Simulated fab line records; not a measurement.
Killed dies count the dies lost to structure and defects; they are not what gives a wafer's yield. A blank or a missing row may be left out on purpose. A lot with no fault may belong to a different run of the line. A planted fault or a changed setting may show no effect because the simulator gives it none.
The tool behind it: which one? ; flow rit_cmos ; Sampling: 15 lots, 45 wafers, 6 of 202 route steps

== WHAT EACH GAUGE READ, for each wafer ==
RIT_GATE_CD_MEAS_16: target cd 150 nm. Usual: cd_nm 150.3 nm, standard deviation 2.4.
lot;measured;on;cd_nm (nm);flag
L151;day 2 17:01;cd_sem-02;151.4 153.3 152.4;
L152;day 3 00:05;cd_sem-01;152.7 151.9 155.4;
L153;day 3 04:07;cd_sem-01;149.7 148.9 148.0;
L154;day 3 10:38;cd_sem-01;151.1 149.3 150.6;
L156;day 3 17:58;cd_sem-02;149.0 146.0 148.8;
L157;day 4 00:15;cd_sem-01;149.1 147.8 148.4;
L158;day 4 04:04;cd_sem-01;147.9 148.0 148.8;
L159;day 4 10:42;cd_sem-01;151.2 152.4 148.8;
L160;day 4 14:14;cd_sem-01;149.0 149.0 148.4;
L162;day 5 00:17;cd_sem-01;153.9 153.4 151.8;
L163;day 5 05:06;cd_sem-02;151.8 153.7 148.9;
L165;day 5 15:11;cd_sem-02;153.6 153.0 154.8;
L166;day 5 20:35;cd_sem-01;151.3 150.8 147.9;
L167;day 6 01:37;cd_sem-02;149.6 147.8 148.1;
L168;day 6 06:37;cd_sem-01;149.9 150.5 152.5;

RIT_SILICIDE_RS_MEAS_02: the measuring method here is four-point-probe. Usual: SILICIDE_TI_RS gives 50.7 ohm/sq (standard deviation 0.57).
lot;measured;on;SILICIDE_TI_RS (ohm/sq);flag
L151;day 3 06:28;film_metro-04;51.2 51.5 50.8;
L152;day 3 13:37;film_metro-03;50.3 50.2 50.9;
L153;day 3 17:45;film_metro-01;51.4 50.8 51.2;
L154;day 4 00:11;film_metro-04;50.7 51.1 50.8;
L156;day 4 07:17;film_metro-01;50.0 49.8 50.0;
L157;day 4 13:39;film_metro-01;50.9 50.6 50.7;
L158;day 4 17:41;film_metro-04;51.7 51.7 51.7;
L159;day 4 23:54;film_metro-01;50.8 51.3 50.7;
L160;day 5 04:23;film_metro-03;49.9 50.9 50.6;
L162;day 5 13:54;film_metro-04;50.4 50.8 50.5;
L163;day 5 18:43;film_metro-04;50.3 50.3 51.2;
L165;day 6 04:41;film_metro-03;51.2 50.7 50.8;
L166;day 6 09:50;film_metro-01;- - - - - -;OFF
L167;day 6 15:26;film_metro-01;- - - - - -;OFF
L168;day 6 20:41;film_metro-01;- - - - - -;OFF

RIT_SILICIDE_THK_MEAS_03: measures by xrf. Usual: SILICIDE_TI_THK gives 28.26 nm (standard deviation 0.26).
lot;measured;on;SILICIDE_TI_THK (nm);flag
L151;day 3 06:35;film_metro-04;27.98 27.99 28.18;
L152;day 3 13:44;film_metro-03;28.29 28.50 28.08;
L153;day 3 17:52;film_metro-01;28.08 28.24 28.16;
L154;day 4 00:18;film_metro-04;28.51 28.19 28.46;
L156;day 4 07:24;film_metro-01;28.66 28.62 28.60;
L157;day 4 13:46;film_metro-01;28.03 28.35 28.28;
L158;day 4 17:48;film_metro-04;27.86 27.97 27.99;
L159;day 5 00:01;film_metro-01;28.02 27.83 27.97;
L160;day 5 04:30;film_metro-03;28.61 28.31 28.39;
L162;day 5 14:01;film_metro-04;28.41 28.21 28.40;
L163;day 5 18:49;film_metro-04;28.37 28.34 28.09;
L165;day 6 04:49;film_metro-03;27.95 28.08 28.10;
L166;day 6 12:17;film_metro-01;<0.00 <0.00 <0.00 <0.00 <0.00 <0.00;OFF
L167;day 6 21:15;film_metro-01;<0.00 <0.00 <0.00 <0.00 <0.00 <0.00;OFF
L168;day 7 00:29;film_metro-01;<0.00 <0.00 <0.00 <0.00 <0.00 <0.00;OFF

RIT_CONTACT_CD_MEAS_90: target cd 1000 nm. Usual: cd_nm 1000.5 nm, standard deviation 2.2.
lot;measured;on;cd_nm (nm);flag
L151;day 3 08:39;cd_sem-01;998.4 999.4 996.1;
L152;day 3 15:55;cd_sem-02;1001.7 1002.0 1002.3;
L153;day 3 20:06;cd_sem-02;1007.2 1006.8 1003.3;
L154;day 4 02:25;cd_sem-02;1004.7 1002.2 1001.2;
L156;day 4 09:31;cd_sem-02;998.3 999.6 1000.8;
L157;day 4 15:53;cd_sem-02;998.1 998.4 999.1;
L158;day 4 20:01;cd_sem-02;1000.7 1001.8 1003.3;
L159;day 5 02:00;cd_sem-01;997.4 1001.7 998.7;
L160;day 5 06:37;cd_sem-01;1000.6 1001.9 1000.1;
L162;day 5 16:20;cd_sem-01;994.6 999.1 992.4;
L163;day 5 20:50;cd_sem-02;1001.4 1001.2 999.8;
L165;day 6 06:54;cd_sem-02;1000.6 997.8 1000.8;

== WHICH TOOL RAN EACH LOT (tool, then ch and the chambers of the sampled wafers, then the start) ==
lot;RIT_GATE_STRIP_20;RIT_SILICIDE_SPUTTER_01
L151;plasma_asher-04 ch 0,1, day 2 17:25;pvd_sputter-03, day 3 06:18
L152;plasma_asher-04 ch 0,1, day 3 00:30;pvd_sputter-01, day 3 13:28
L153;plasma_asher-01 ch 0,1, day 3 04:31;pvd_sputter-04, day 3 17:36
L154;plasma_asher-04 ch 0,1, day 3 11:03;pvd_sputter-01, day 4 00:02
L156;plasma_asher-04 ch 0,1, day 3 18:23;pvd_sputter-01, day 4 07:08
L157;plasma_asher-01 ch 0,1, day 4 00:40;pvd_sputter-04, day 4 13:30
L158;plasma_asher-02 ch 0,1, day 4 04:34;pvd_sputter-01, day 4 17:32
L159;plasma_asher-02 ch 0,1, day 4 11:07;pvd_sputter-04, day 4 23:45
L160;plasma_asher-02 ch 0,1, day 4 14:49;pvd_sputter-01, day 5 04:05
L162;plasma_asher-02 ch 0,1, day 5 00:41;pvd_sputter-01, day 5 13:45
L163;plasma_asher-01 ch 0,1, day 5 05:30;pvd_sputter-04, day 5 18:32
L165;plasma_asher-01 ch 0,1, day 5 15:43;pvd_sputter-01, day 6 04:32
L166;plasma_asher-04 ch 0,1, day 5 20:59;pvd_sputter-03, day 6 09:40
L167;plasma_asher-02 ch 0,1, day 6 02:00;pvd_sputter-01, day 6 15:16
L168;plasma_asher-02 ch 0, day 6 07:01;pvd_sputter-03, day 6 20:31
- RIT_GATE_STRIP_20: strips in O2, time 180 s.
- RIT_SILICIDE_SPUTTER_01: material Ti, target thk 30 nm, time 229.5 s.

== AS READ BY THE TOOLS THEMSELVES (means over the sampled wafers that have a number; for cases with no such wafer, the mark the record gives instead) ==
RIT_GATE_STRIP_20. Usual: drypump_motor_current_A 5.7 A, standard deviation 0.34.
lot;tool;drypump_motor_current_A (A);flag
L151;plasma_asher-04;5.3;
L152;plasma_asher-04;5.2;
L153;plasma_asher-01;6.1;
L154;plasma_asher-04;5.3;
L156;plasma_asher-04;5.3;
L157;plasma_asher-01;5.9;
L158;plasma_asher-02;5.6;
L159;plasma_asher-02;5.6;
L160;plasma_asher-02;5.6;
L162;plasma_asher-02;5.5;
L163;plasma_asher-01;5.9;
L165;plasma_asher-01;5.9;
L166;plasma_asher-04;5.2;
L167;plasma_asher-02;5.6;
L168;plasma_asher-02;5.6;

RIT_SILICIDE_SPUTTER_01. Usual: cathode_dc_power_W 350.01 W, standard deviation 0.062; chamber_pressure_pa 0.6672 Pa, standard deviation 0.0015; throttle_valve_pct 30.2 %, standard deviation 0.83.
lot;tool;cathode_dc_power_W (W);chamber_pressure_pa (Pa);throttle_valve_pct (%);flag
L151;pvd_sputter-03;349.97;0.6675;31.1;
L152;pvd_sputter-01;350.01;0.6670;30.0;
L153;pvd_sputter-04;350.03;0.6669;29.4;
L154;pvd_sputter-01;350.00;0.6677;30.8;
L156;pvd_sputter-01;350.04;0.6684;30.1;
L157;pvd_sputter-04;350.03;0.6677;29.3;
L158;pvd_sputter-01;349.98;0.6653;29.8;
L159;pvd_sputter-04;349.99;0.6669;30.0;
L160;pvd_sputter-01;349.98;0.6671;29.9;
L162;pvd_sputter-01;350.02;0.6653;30.5;
L163;pvd_sputter-04;350.04;0.6678;29.3;
L165;pvd_sputter-01;350.06;0.6674;30.6;
L166;pvd_sputter-03;-;-;-;OFF
L167;pvd_sputter-01;-;-;-;OFF
L168;pvd_sputter-03;-;-;-;OFF

== THE ANSWER, worked out from the rows above alone ==
Rule: lot off if the mean of its wafers having a number is beyond 3 standard deviations from the usual mean. Also off: a lot with no number at a reading for which 4 or more lots have one. Where the step has rows for the other lots, those lots are counted as sound. The gauges are gone through in route order, then the tools' own readings, and for those a lot's mean is taken as printed above. The first step at which some lot is off is used, and at that step the reading that is off furthest; a lot without a number counts as furthest.
Off: L166, L167, L168, seen at RIT_SILICIDE_RS_MEAS_02 (SILICIDE_TI_RS). Without a number there: L166, L167, L168.
If a tool, at a process step before that reading, ran all the lots that are off and no sound lot after the first of them, it fits. The gauges at RIT_SILICIDE_RS_MEAS_02 aren't tried: what is off there is off at RIT_SILICIDE_SPUTTER_01 too, on other tools, and a gauge's error can't cause that. Not one of the candidates tried fits.

== WHAT HAD BEEN PUT IN BY THE SIMULATOR ==
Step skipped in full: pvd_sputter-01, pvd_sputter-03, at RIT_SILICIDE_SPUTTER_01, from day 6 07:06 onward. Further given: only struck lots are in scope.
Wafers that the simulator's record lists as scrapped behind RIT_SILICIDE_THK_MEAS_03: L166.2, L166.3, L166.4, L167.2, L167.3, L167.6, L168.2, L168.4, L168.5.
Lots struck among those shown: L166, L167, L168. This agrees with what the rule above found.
